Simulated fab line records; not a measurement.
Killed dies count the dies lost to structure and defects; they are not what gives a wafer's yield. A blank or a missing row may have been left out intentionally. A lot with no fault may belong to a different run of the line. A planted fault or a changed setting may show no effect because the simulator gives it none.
Which tool did it? | flow berkeley cmos170 | 14 lots, 42 wafers sampled, at 5 steps of a route of 331

## WHAT THE GAUGES READ, wafer by wafer
UCB170_V1_THK_MEAS_01. Usual: V1_TEOS_THK gives 1995 nm (standard deviation 28).
lot  | measured     | on            | V1_TEOS_THK (nm) | flag
L195 | day 8 02:52  | film metro-04 | 1996 2013 2065   |
L198 | day 8 15:13  | film metro-03 | 1975 1990 1971   |
L196 | day 8 16:32  | film metro-04 | 1988 1980 1973   |
L197 | day 8 17:55  | film metro-04 | 2030 2012 2025   |
L200 | day 9 06:02  | film metro-03 | 1999 2012 2001   |
L204 | day 10 09:18 | film metro-01 | 2020 2031 2006   |
L208 | day 11 01:08 | film metro-04 | 1945 1993 2006   |
L207 | day 11 02:36 | film metro-04 | 1982 2004 1999   |
L211 | day 11 14:37 | film metro-04 | 1923 2004 1978   |
L210 | day 11 16:01 | film metro-04 | 1988 2035 2035   |
L212 | day 12 04:37 | film metro-01 | 1949 1935 1962   |
L213 | day 12 05:57 | film metro-04 | 2001 1959 2028   |
L214 | day 12 14:28 | film metro-01 | 1979 2001 1990   |
L216 | day 13 17:58 | film metro-01 | 1989 1979 2008   |

UCB170_V1_CD_MEAS_90: target cd 700 nm. Usual: 700.3 nm for cd nm, sd 1.4.
lot  | measured     | on        | cd nm (nm)        | flag
L195 | day 8 05:55  | cd sem-02 | 698.1 699.5 699.3 |
L198 | day 8 18:12  | cd sem-01 | 700.7 699.1 700.1 |
L196 | day 8 21:10  | cd sem-01 | 702.8 702.7 701.3 |
L197 | day 8 21:28  | cd sem-02 | 700.0 698.2 698.8 |
L200 | day 9 08:02  | cd sem-01 | 701.0 701.1 700.7 |
L204 | day 10 14:02 | cd sem-01 | 704.2 705.8 706.6 | OFF
L208 | day 11 03:13 | cd sem-02 | 701.2 700.7 700.8 |
L207 | day 11 04:43 | cd sem-02 | 706.1 705.5 704.8 | OFF
L211 | day 11 17:50 | cd sem-02 | 697.9 698.1 698.6 |
L210 | day 11 18:53 | cd sem-02 | 698.8 699.2 699.6 |
L212 | day 12 10:12 | cd sem-02 | 699.9 700.8 702.6 |
L213 | day 12 10:23 | cd sem-02 | 701.8 703.5 701.3 |
L214 | day 12 17:25 | cd sem-02 | 701.0 701.9 701.5 |
L216 | day 13 20:17 | cd sem-02 | 698.8 700.8 699.8 |

## WHAT TOOL EACH LOT RAN ON (gives the tool, then ch and the chambers of the sampled wafers, and finally the start)
lot  | UCB170_V1_CMP_02              | UCB170_V1_ETCH_14                  | UCB170_V1_STRIP_15
L195 | cmp-01 ch 0,2,3, day 8 03:01  | rie diel-01 ch 1,2,3, day 8 05:38  | plasma asher-04 ch 0,1, day 8 05:49
L198 | cmp-01 ch 0,1,3, day 8 15:16  | rie diel-01 ch 0,2,3, day 8 17:55  | plasma asher-02 ch 0,1, day 8 18:06
L196 | cmp-02 ch 0,2,3, day 8 16:39  | rie diel-01 ch 0,1,2, day 8 20:53  | plasma asher-01 ch 0,1, day 8 21:04
L197 | cmp-01 ch 0,1,2, day 8 18:02  | rie diel-03 ch 0,3, day 8 21:08    | plasma asher-02 ch 0,1, day 8 21:20
L200 | cmp-02 ch 1,3, day 9 06:05    | rie diel-01 ch 1,2, day 9 07:45    | plasma asher-02 ch 0,1, day 9 07:55
L204 | cmp-01 ch 0,2,3, day 10 09:20 | rie diel-03 ch 0,1,2, day 10 13:43 | plasma asher-04 ch 0,1, day 10 13:55
L208 | cmp-02 ch 0,2,3, day 11 01:18 | rie diel-01 ch 0,1,2, day 11 02:56 | plasma asher-04 ch 0,1, day 11 03:07
L207 | cmp-01 ch 1,2, day 11 02:39   | rie diel-03 ch 0,1,2, day 11 04:25 | plasma asher-02 ch 0,1, day 11 04:36
L211 | cmp-01 ch 0,1, day 11 14:39   | rie diel-01 ch 0,2,3, day 11 17:31 | plasma asher-02 ch 0,1, day 11 17:44
L210 | cmp-02 ch 0,1,3, day 11 16:10 | rie diel-04 ch 0,1, day 11 18:35   | plasma asher-02 ch 0,1, day 11 18:46
L212 | cmp-02 ch 2,3, day 12 04:41   | rie diel-01 ch 0,1, day 12 09:55   | plasma asher-04 ch 0,1, day 12 10:06
L213 | cmp-01 ch 0,1,2, day 12 06:07 | rie diel-04 ch 0,1,3, day 12 10:07 | plasma asher-01 ch 0,1, day 12 10:17
L214 | cmp-02 ch 0,1,3, day 12 14:32 | rie diel-04 ch 0,2, day 12 17:08   | plasma asher-02 ch 0,1, day 12 17:19
L216 | cmp-01 ch 0,3, day 13 18:01   | rie diel-04 ch 0,1,3, day 13 20:00 | plasma asher-04 ch 1, day 13 20:11
- UCB170_V1_CMP_02: polishes SiO2.
- UCB170_V1_ETCH_14: etches SiO2 in CHF3/CF4/Ar, stops on Al, target depth 1250 nm, time 291 s.
- UCB170_V1_STRIP_15: strips in O2.

## WHAT THE TOOLS THEMSELVES READ (means of the sampled wafers that have a number; where no wafer has one, the mark that the record gives instead)
UCB170_V1_CMP_02. Usual: 16.8 A for motor current A, sd 1.3.
lot  | tool   | motor current A (A) | flag
L195 | cmp-01 | 15.9                |
L198 | cmp-01 | 16.4                |
L196 | cmp-02 | 17.2                |
L197 | cmp-01 | 15.5                |
L200 | cmp-02 | 16.1                |
L204 | cmp-01 | 16.0                |
L208 | cmp-02 | 17.7                |
L207 | cmp-01 | 15.5                |
L211 | cmp-01 | 16.2                |
L210 | cmp-02 | 17.0                |
L212 | cmp-02 | 17.5                |
L213 | cmp-01 | 15.3                |
L214 | cmp-02 | 17.8                |
L216 | cmp-01 | 16.1                |

UCB170_V1_ETCH_14. Usual: drypump motor current A 5.8 A, standard deviation 0.52; oes product au 0.878 a.u., standard deviation 0.01; throttle valve pct 6.92 %, standard deviation 0.12.
lot  | tool        | drypump motor current A (A) | oes product au (a.u.) | throttle valve pct (%) | flag
L195 | rie diel-01 | 5.8                         | 0.883                 | 6.98                   |
L198 | rie diel-01 | 5.8                         | 0.880                 | 6.89                   |
L196 | rie diel-01 | 5.9                         | 0.884                 | 6.88                   |
L197 | rie diel-03 | 5.3                         | 0.873                 | 7.05                   |
L200 | rie diel-01 | 5.8                         | 0.885                 | 6.96                   |
L204 | rie diel-03 | 5.3                         | 0.875                 | 7.02                   |
L208 | rie diel-01 | 5.9                         | 0.879                 | 6.88                   |
L207 | rie diel-03 | 5.3                         | 0.877                 | 7.01                   |
L211 | rie diel-01 | 5.9                         | 0.876                 | 6.89                   |
L210 | rie diel-04 | 5.2                         | 0.862                 | 6.76                   |
L212 | rie diel-01 | 6.1                         | 0.886                 | 6.81                   |
L213 | rie diel-04 | 5.7                         | 0.864                 | 6.82                   |
L214 | rie diel-04 | 5.8                         | 0.885                 | 6.77                   |
L216 | rie diel-04 | 5.7                         | 0.866                 | 6.83                   |

UCB170_V1_STRIP_15. Usual: drypump motor current A 5.8 A, standard deviation 0.56; oes product au 0.722 a.u., standard deviation 0.0045; strip time to endpoint s 15.33 s, standard deviation 0.12.
lot  | tool            | drypump motor current A (A) | oes product au (a.u.) | strip time to endpoint s (s) | flag
L195 | plasma asher-04 | 5.4                         | 0.719                 | 15.44                        |
L198 | plasma asher-02 | 6.5                         | 0.714                 | 15.37                        |
L196 | plasma asher-01 | 5.5                         | 0.718                 | 15.26                        |
L197 | plasma asher-02 | 6.3                         | 0.724                 | 15.29                        |
L200 | plasma asher-02 | 6.3                         | 0.725                 | 15.37                        |
L204 | plasma asher-04 | 5.3                         | 0.707                 | 11.42                        | OFF
L208 | plasma asher-04 | 5.3                         | 0.722                 | 15.17                        |
L207 | plasma asher-02 | 6.3                         | 0.704                 | 11.39                        | OFF
L211 | plasma asher-02 | 6.3                         | 0.724                 | 15.39                        |
L210 | plasma asher-02 | 6.5                         | 0.723                 | 15.48                        |
L212 | plasma asher-04 | 5.3                         | 0.722                 | 15.16                        |
L213 | plasma asher-01 | 5.4                         | 0.724                 | 15.39                        |
L214 | plasma asher-02 | 6.3                         | 0.721                 | 15.37                        |
L216 | plasma asher-04 | 5.3                         | 0.719                 | 15.40                        |

## THE ANSWER, worked out from the rows above alone
Rule: lot off if the mean of its wafers having a number is beyond 3 standard deviations from the usual mean. Also off: a lot with no number at a reading for which 4 or more lots have one. All remaining lots with rows at the step are treated as sound. Order of review: gauges by route order, followed by the tools' own readings, for which a lot's mean as printed above is used. The first step at which some lot is off is used, and at that step the reading that is off furthest; a lot without a number counts as furthest.
Off: L204, L207 (UCB170_V1_CD_MEAS_90, cd nm).
A tool fits if, at a process step before that reading, it ran every lot that is off, and no sound lot after the first of them. Not tried: the gauges at UCB170_V1_CD_MEAS_90; whatever is off there is also off at UCB170_V1_STRIP_15, on other tools, and gauge error can't account for it. One fits: rie diel-03 at UCB170_V1_ETCH_14. A fault onset in the window from L197 (day 8 21:08, its last sound lot) to L204 (day 10 13:43, its first lot off) fits.

## WHAT THE SIMULATOR HAD PUT IN
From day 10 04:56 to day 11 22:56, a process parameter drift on rie diel-03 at UCB170_V1_ETCH_14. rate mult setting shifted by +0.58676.
Shown lots that were struck: L204, L207. The rule above found the same.
